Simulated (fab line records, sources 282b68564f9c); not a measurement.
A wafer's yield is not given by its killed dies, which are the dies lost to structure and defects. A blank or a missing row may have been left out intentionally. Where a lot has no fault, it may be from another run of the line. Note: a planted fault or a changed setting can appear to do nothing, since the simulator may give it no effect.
The tool behind it: which one? | flow rit cmos | Sampling: 6 lots, 18 wafers, 2 of 202 route steps

== WHAT THE GAUGES SHOWED, per wafer ==
RIT_SILICIDE_RS_MEAS_02: uses a four-point probe to measure.
lot  | measured    | on            | SILICIDE_TI_RS (ohm/sq)
L322 | day 3 16:38 | film metro-02 | 47.4 47.3 47.9
L324 | day 4 02:50 | film metro-03 | 47.1 47.3 47.0
L328 | day 5 01:18 | film metro-04 | 47.0 47.1 46.8
L330 | day 5 13:16 | film metro-04 | 48.2 48.0 47.7
L335 | day 6 21:28 | film metro-03 | 47.4 47.9 48.0
L339 | day 7 11:59 | film metro-02 | 47.5 47.5 37.4 48.0 47.9 37.6

== TOOL THAT RAN EACH LOT (tool first, then ch and the chambers of the sampled wafers, then the start) ==
lot  | RIT_SILICIDE_SPUTTER_01
L322 | pvd sputter-04, day 3 16:29
L324 | pvd sputter-04, day 4 02:39
L328 | pvd sputter-04, day 5 01:08
L330 | pvd sputter-03, day 5 13:07
L335 | pvd sputter-01, day 6 21:19
L339 | pvd sputter-04, day 7 11:50
- RIT_SILICIDE_SPUTTER_01: material Ti, target thk 30 nm, time 240 s.

== THE ANSWER, worked out from the rows above alone ==
Rule: the lots themselves supply what counts as usual. Put in order of their means at a reading, lots are off if they are a third of the lots or fewer, leave a main group of 4 or more, and stand apart from it by a gap of 3 or more times the standard deviation of the main group's means; of several such gaps the widest counts. Not used: any main group whose means are identical at the precision the tables above print for the reading. Also off: a lot with no number at a reading for which 4 or more lots have one. Any other lot the step has rows for is counted as sound.
Off: at RIT_SILICIDE_RS_MEAS_02 (SILICIDE_TI_RS), L339. Main group: mean 47.5 ohm/sq, sd 0.38.
If a tool, at a process step before that reading, ran all the lots that are off and no sound lot after the first of them, it fits. The gauges at RIT_SILICIDE_RS_MEAS_02 are tried like those tools. Undecided on this evidence; 2 tools fit (pvd sputter-04 at RIT_SILICIDE_SPUTTER_01, film metro-02 at RIT_SILICIDE_RS_MEAS_02).

== WHAT WAS PUT IN BY THE SIMULATOR ==
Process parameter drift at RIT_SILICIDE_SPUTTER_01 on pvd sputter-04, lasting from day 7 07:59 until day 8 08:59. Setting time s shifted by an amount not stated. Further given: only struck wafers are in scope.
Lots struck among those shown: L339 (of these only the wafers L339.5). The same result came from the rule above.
